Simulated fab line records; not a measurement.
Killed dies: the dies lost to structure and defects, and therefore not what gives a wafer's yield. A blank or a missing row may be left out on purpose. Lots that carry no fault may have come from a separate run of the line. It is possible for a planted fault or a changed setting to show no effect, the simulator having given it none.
Which tool was responsible? || flow rit cmos || Sampling: 14 lots, 42 wafers, 4 of 202 route steps

## WHAT THE GAUGES READ, wafer by wafer
RIT_PLDD_OVL_MEAS_06.
{"lot": "L993", "measured": "day 3 04:29", "on": "overlay-01", "PLDD_OVL (nm)": "-2.5 0.4 -0.3"}
{"lot": "L994", "measured": "day 3 06:42", "on": "overlay-02", "PLDD_OVL (nm)": "-0.4 0.0 -0.1"}
{"lot": "L995", "measured": "day 3 10:55", "on": "overlay-02", "PLDD_OVL (nm)": "0.7 0.6 1.3"}
{"lot": "L103", "measured": "day 5 03:30", "on": "overlay-02", "PLDD_OVL (nm)": "-1.4 1.4 -0.5"}
{"lot": "L104", "measured": "day 5 06:25", "on": "overlay-02", "PLDD_OVL (nm)": "-1.0 -1.1 -2.7"}
{"lot": "L106", "measured": "day 5 19:13", "on": "overlay-01", "PLDD_OVL (nm)": "0.4 0.8 0.7"}
{"lot": "L107", "measured": "day 5 22:07", "on": "overlay-02", "PLDD_OVL (nm)": "2.1 2.7 2.8"}
{"lot": "L108", "measured": "day 6 03:46", "on": "overlay-02", "PLDD_OVL (nm)": "0.1 0.8 -1.4"}
{"lot": "L109", "measured": "day 6 09:29", "on": "overlay-02", "PLDD_OVL (nm)": "-0.7 0.1 -0.6"}
{"lot": "L111", "measured": "day 6 19:12", "on": "overlay-02", "PLDD_OVL (nm)": "-3.0 -1.7 -0.3"}
{"lot": "L112", "measured": "day 6 23:11", "on": "overlay-01", "PLDD_OVL (nm)": "0.9 1.5 1.5"}
{"lot": "L113", "measured": "day 7 04:41", "on": "overlay-01", "PLDD_OVL (nm)": "2.8 0.4 1.1"}
{"lot": "L114", "measured": "day 7 09:35", "on": "overlay-01", "PLDD_OVL (nm)": "1.7 0.6 1.8"}
{"lot": "L115", "measured": "day 7 14:23", "on": "overlay-02", "PLDD_OVL (nm)": "-0.2 0.0 1.5"}

RIT_SILICIDE_RS_MEAS_02: the measuring method here is four-point-probe.
{"lot": "L993", "measured": "day 3 11:29", "on": "film metro-02", "SILICIDE_TI_RS (ohm/sq)": "46.6 46.9 47.3"}
{"lot": "L994", "measured": "day 3 13:50", "on": "film metro-01", "SILICIDE_TI_RS (ohm/sq)": "47.3 47.7 47.4"}
{"lot": "L995", "measured": "day 3 17:56", "on": "film metro-04", "SILICIDE_TI_RS (ohm/sq)": "46.2 46.6 47.1"}
{"lot": "L103", "measured": "day 5 10:44", "on": "film metro-04", "SILICIDE_TI_RS (ohm/sq)": "48.5 47.6 48.4"}
{"lot": "L104", "measured": "day 5 13:36", "on": "film metro-02", "SILICIDE_TI_RS (ohm/sq)": "47.2 47.3 47.3"}
{"lot": "L106", "measured": "day 6 02:36", "on": "film metro-04", "SILICIDE_TI_RS (ohm/sq)": "47.4 47.8 47.8"}
{"lot": "L107", "measured": "day 6 05:16", "on": "film metro-01", "SILICIDE_TI_RS (ohm/sq)": "48.1 48.4 48.0"}
{"lot": "L108", "measured": "day 6 11:23", "on": "film metro-04", "SILICIDE_TI_RS (ohm/sq)": "47.7 46.4 47.6"}
{"lot": "L109", "measured": "day 6 16:52", "on": "film metro-04", "SILICIDE_TI_RS (ohm/sq)": "47.3 48.1 47.5"}
{"lot": "L111", "measured": "day 7 02:20", "on": "film metro-02", "SILICIDE_TI_RS (ohm/sq)": "48.9 48.7 47.9"}
{"lot": "L112", "measured": "day 7 06:39", "on": "film metro-02", "SILICIDE_TI_RS (ohm/sq)": "47.3 47.9 47.8"}
{"lot": "L113", "measured": "day 7 12:16", "on": "film metro-02", "SILICIDE_TI_RS (ohm/sq)": "46.4 47.6 47.5"}
{"lot": "L114", "measured": "day 7 17:19", "on": "film metro-02", "SILICIDE_TI_RS (ohm/sq)": "48.3 48.4 48.7"}
{"lot": "L115", "measured": "day 7 21:46", "on": "film metro-02", "SILICIDE_TI_RS (ohm/sq)": "47.2 47.2 47.7"}

## WHAT TOOL EACH LOT RAN ON (gives the tool, then ch and the chambers of the sampled wafers, and finally the start)
{"lot": "L993", "RIT_NSD_EXPOSE_03": "iline stepper-02 ch 0, day 3 08:01", "RIT_SDANNEAL_RTA_03": "rtp anneal-02 ch 0, day 3 10:47"}
{"lot": "L994", "RIT_NSD_EXPOSE_03": "iline stepper-01 ch 0, day 3 10:21", "RIT_SDANNEAL_RTA_03": "rtp anneal-01 ch 0, day 3 13:07"}
{"lot": "L995", "RIT_NSD_EXPOSE_03": "iline stepper-01 ch 0, day 3 14:26", "RIT_SDANNEAL_RTA_03": "rtp anneal-02 ch 0, day 3 17:14"}
{"lot": "L103", "RIT_NSD_EXPOSE_03": "iline stepper-01, day 5 07:08", "RIT_SDANNEAL_RTA_03": "rtp anneal-02 ch 0, day 5 10:02"}
{"lot": "L104", "RIT_NSD_EXPOSE_03": "iline stepper-02, day 5 10:07", "RIT_SDANNEAL_RTA_03": "rtp anneal-01 ch 0, day 5 12:53"}
{"lot": "L106", "RIT_NSD_EXPOSE_03": "iline stepper-01 ch 0, day 5 22:53", "RIT_SDANNEAL_RTA_03": "rtp anneal-01 ch 0, day 6 01:54"}
{"lot": "L107", "RIT_NSD_EXPOSE_03": "iline stepper-02 ch 0, day 6 01:48", "RIT_SDANNEAL_RTA_03": "rtp anneal-02 ch 0, day 6 04:34"}
{"lot": "L108", "RIT_NSD_EXPOSE_03": "iline stepper-01 ch 0, day 6 07:40", "RIT_SDANNEAL_RTA_03": "rtp anneal-02 ch 0, day 6 10:41"}
{"lot": "L109", "RIT_NSD_EXPOSE_03": "iline stepper-02 ch 0, day 6 13:11", "RIT_SDANNEAL_RTA_03": "rtp anneal-01 ch 0, day 6 16:10"}
{"lot": "L111", "RIT_NSD_EXPOSE_03": "iline stepper-01 ch 0, day 6 22:45", "RIT_SDANNEAL_RTA_03": "rtp anneal-01 ch 0, day 7 01:38"}
{"lot": "L112", "RIT_NSD_EXPOSE_03": "iline stepper-02 ch 0, day 7 03:07", "RIT_SDANNEAL_RTA_03": "rtp anneal-02 ch 0, day 7 05:55"}
{"lot": "L113", "RIT_NSD_EXPOSE_03": "iline stepper-01 ch 0, day 7 08:46", "RIT_SDANNEAL_RTA_03": "rtp anneal-02 ch 0, day 7 11:32"}
{"lot": "L114", "RIT_NSD_EXPOSE_03": "iline stepper-02 ch 0, day 7 13:28", "RIT_SDANNEAL_RTA_03": "rtp anneal-02 ch 0, day 7 16:36"}
{"lot": "L115", "RIT_NSD_EXPOSE_03": "iline stepper-02 ch 0, day 7 17:58", "RIT_SDANNEAL_RTA_03": "rtp anneal-02 ch 0, day 7 21:04"}
- RIT_NSD_EXPOSE_03: exposes mask M9, target cd 40700 nm.
- RIT_SDANNEAL_RTA_03: time 5 s.

## AS READ BY THE TOOLS THEMSELVES (means over the sampled wafers that have a number; for cases with no such wafer, the mark the record gives instead)
RIT_NSD_EXPOSE_03.
{"lot": "L993", "tool": "iline stepper-02", "exposure dose mJ cm2": 249.95, "focus offset nm (nm)": -0.5}
{"lot": "L994", "tool": "iline stepper-01", "exposure dose mJ cm2": 250.08, "focus offset nm (nm)": -0.5}
{"lot": "L995", "tool": "iline stepper-01", "exposure dose mJ cm2": 249.89, "focus offset nm (nm)": -0.4}
{"lot": "L103", "tool": "iline stepper-01", "exposure dose mJ cm2": "-", "focus offset nm (nm)": "-"}
{"lot": "L104", "tool": "iline stepper-02", "exposure dose mJ cm2": "-", "focus offset nm (nm)": "-"}
{"lot": "L106", "tool": "iline stepper-01", "exposure dose mJ cm2": 249.90, "focus offset nm (nm)": 0.4}
{"lot": "L107", "tool": "iline stepper-02", "exposure dose mJ cm2": 250.00, "focus offset nm (nm)": 0.1}
{"lot": "L108", "tool": "iline stepper-01", "exposure dose mJ cm2": 249.83, "focus offset nm (nm)": -0.5}
{"lot": "L109", "tool": "iline stepper-02", "exposure dose mJ cm2": 249.95, "focus offset nm (nm)": 1.1}
{"lot": "L111", "tool": "iline stepper-01", "exposure dose mJ cm2": 250.19, "focus offset nm (nm)": 0.3}
{"lot": "L112", "tool": "iline stepper-02", "exposure dose mJ cm2": 249.96, "focus offset nm (nm)": 0.5}
{"lot": "L113", "tool": "iline stepper-01", "exposure dose mJ cm2": 249.85, "focus offset nm (nm)": -0.5}
{"lot": "L114", "tool": "iline stepper-02", "exposure dose mJ cm2": 249.96, "focus offset nm (nm)": 0.2}
{"lot": "L115", "tool": "iline stepper-02", "exposure dose mJ cm2": 250.43, "focus offset nm (nm)": 0.3}

RIT_SDANNEAL_RTA_03.
{"lot": "L993", "tool": "rtp anneal-02", "wafer_temp_C_max": 1053.9}
{"lot": "L994", "tool": "rtp anneal-01", "wafer_temp_C_max": 1052.4}
{"lot": "L995", "tool": "rtp anneal-02", "wafer_temp_C_max": 1052.7}
{"lot": "L103", "tool": "rtp anneal-02", "wafer_temp_C_max": 1052.8}
{"lot": "L104", "tool": "rtp anneal-01", "wafer_temp_C_max": 1053.2}
{"lot": "L106", "tool": "rtp anneal-01", "wafer_temp_C_max": 1053.1}
{"lot": "L107", "tool": "rtp anneal-02", "wafer_temp_C_max": 1052.5}
{"lot": "L108", "tool": "rtp anneal-02", "wafer_temp_C_max": 1053.3}
{"lot": "L109", "tool": "rtp anneal-01", "wafer_temp_C_max": 1052.9}
{"lot": "L111", "tool": "rtp anneal-01", "wafer_temp_C_max": 1054.0}
{"lot": "L112", "tool": "rtp anneal-02", "wafer_temp_C_max": 1053.5}
{"lot": "L113", "tool": "rtp anneal-02", "wafer_temp_C_max": 1053.4}
{"lot": "L114", "tool": "rtp anneal-02", "wafer_temp_C_max": 1052.5}
{"lot": "L115", "tool": "rtp anneal-02", "wafer_temp_C_max": 1053.6}

## THE ANSWER, worked out from the rows above alone
Rule: usual is defined by the lots themselves. The widest of any qualifying gaps counts: lots, ordered by their means at a reading, are off when they make up no more than a third of the lots, leave a main group of 4 or more, and stand apart from it by 3 or more times the standard deviation of that group's means. The tables above print the reading to a certain number of digits; a main group whose means all agree to those digits is not used. A lot without any number at a reading at which 4 lots or more have one is off too. All remaining lots with rows at the step are treated as sound. First the gauges in route order, then the tools' own readings, where a lot's mean is used as printed above. The first step at which some lot is off is used, and at that step the reading that is off furthest; a lot without a number counts as furthest.
Off: L103, L104, at RIT_NSD_EXPOSE_03 (exposure dose mJ cm2). Without a number there: L103, L104. Mean 250.00 and standard deviation 0.16 in the main group.
A tool fits if, at that step or a process step before it, it ran every lot that is off, and no sound lot after the first of them. No candidate that was tried fits.

## WHAT HAD BEEN PUT IN BY THE SIMULATOR
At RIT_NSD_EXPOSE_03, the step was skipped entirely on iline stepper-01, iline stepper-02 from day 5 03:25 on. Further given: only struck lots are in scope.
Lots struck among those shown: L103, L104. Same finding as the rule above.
